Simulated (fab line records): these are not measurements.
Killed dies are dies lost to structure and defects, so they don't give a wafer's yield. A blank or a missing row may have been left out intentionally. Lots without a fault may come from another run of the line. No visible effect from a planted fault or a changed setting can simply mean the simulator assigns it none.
Split-lot trial | flow ritCmos | 23 wafers read from 5 lots, route of 202 steps

## ON THE SPLIT
At RIT_NSD_IMPLANT_08, the setting energyKev was moved away from the recipe's 25 on 9 of the 23 wafers read, by -3.6% to +5.3%. For the rest of the wafers, this setting stayed at what the recipe calls for.

Reading taken at the split's own step.

## THE READING
implant.drpNm (the simulator's own value, which no gauge read), in nm, at RIT_NSD_IMPLANT_08. The file gives no usual value for it.

wafer  | tool, chamber at the split | energyKev as run | against the recipe | implant.drpNm, nm | against lot-mates on the recipe
L074.2 | implanter-02, 0            | 25               | recipe             | 14.84             | -
L074.3 | implanter-02, 0            | 25               | recipe             | 14.84             | -
L074.4 | implanter-02, 0            | 25               | recipe             | 14.84             | -
L074.5 | implanter-02, 0            | 26.33            | +5.3%              | 15.31             | +0.47
L074.6 | implanter-02, 0            | 26.33            | +5.3%              | 15.31             | +0.47
L075.2 | implanter-01, 0            | 25               | recipe             | 14.84             | -
L075.3 | implanter-01, 0            | 25               | recipe             | 14.84             | -
L075.6 | implanter-01, 0            | 25               | recipe             | 14.84             | -
L075.4 | implanter-01, 0            | 24.09            | -3.6%              | 14.51             | -0.33
L075.5 | implanter-01, 0            | 24.09            | -3.6%              | 14.51             | -0.33
L076.1 | implanter-02, 0            | 25               | recipe             | 14.84             | -
L076.5 | implanter-02, 0            | 25               | recipe             | 14.84             | -
L076.6 | implanter-02, 0            | 25               | recipe             | 14.84             | -
L076.2 | implanter-02, 0            | 24.22            | -3.1%              | 14.56             | -0.28
L076.4 | implanter-02, 0            | 24.22            | -3.1%              | 14.56             | -0.28
L077.2 | implanter-04, 0            | 25.89            | +3.6%              | 15.15             | +0.31
L077.3 | implanter-04, 0            | 25.89            | +3.6%              | 15.15             | +0.31
L077.4 | implanter-04, 0            | 25.89            | +3.6%              | 15.15             | +0.31
L077.5 | implanter-04, 0            | 25               | recipe             | 14.84             | -
L077.6 | implanter-04, 0            | 25               | recipe             | 14.84             | -
L082.1 | implanter-02, 0            | 25               | recipe             | 14.84             | -
L082.4 | implanter-02, 0            | 25               | recipe             | 14.84             | -
L082.5 | implanter-02, 0            | 25               | recipe             | 14.84             | -

FIT RESULTS
A straight line over all 23 wafers: implant.drpNm changes by +0.0887 nm for each +1% of energyKev; r = +1.00; the points scatter about the line by 0.0027 nm.
The same after taking each lot's own level away (the mean of its wafers on the recipe; 23 wafers): +0.0887 nm for each +1%; r = +1.00; scatter 0.0027 nm.
Per that fit: largest energyKev move, reading shift of 0.47 nm.
The lots' own levels span 14.840 to 14.840 nm.
The two slopes agree, so the slope changes little with the lot-to-lot level.
Check: +0.47 nm against its lot-mates is what the line predicts for one of the wafers moved furthest among these (+5.3%) when that wafer is left out of the fit. It came out at +0.47 nm against them.

## OTHER SPLITS ON THESE WAFERS
Before the reading, these wafers also passed through other splits. Each is held against what the fit with the lots' levels taken away leaves over:
other split on the same wafers    | wafers away from the commonest value | r with implant.drpNm (lot level and that fit taken away)
RIT_ACTIVE_CVD_03 pressureMtorr   | 18                                   | -0.41
RIT_NWELL_COAT_01 resistThkNm     | 6                                    | +0.21
RIT_NWELL_DEVELOP_05 developTimeS | 9                                    | -0.42
RIT_PWELL_IMPLANT_08 doseCm2      | 11                                   | +0.19
RIT_PRETRO_IMPLANT_08 energyKev   | 4                                    | -0.19
RIT_GATE_COAT_11 spinRpm          | 10                                   | +0.07
RIT_GATE_EXPOSE_13 doseMj         | 11                                   | -0.40
RIT_NLDD_SOFTBAKE_02 tempC        | 11                                   | +0.12
RIT_SPACER_CVD_03 timeS           | 15                                   | +0.09
RIT_SPACER_ETCHBACK_05 timeS      | 8                                    | +0.15

## THE WHOLE CHAIN: every reading that the file lists as answering this split, in the file's order
step               | what it does | reading                                                        | change (the file's fit)                | r (the file's)
RIT_NSD_IMPLANT_08 |              | implant.rpNm (the simulator's own value, which no gauge read)  | +0.219 nm for each +1% of the setting  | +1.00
RIT_NSD_IMPLANT_08 |              | implant.drpNm (the simulator's own value, which no gauge read) | +0.0892 nm for each +1% of the setting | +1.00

## THE FILE'S OWN FIT
implant.drpNm changes by +0.0892 nm for each +1% of energyKev, r = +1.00.
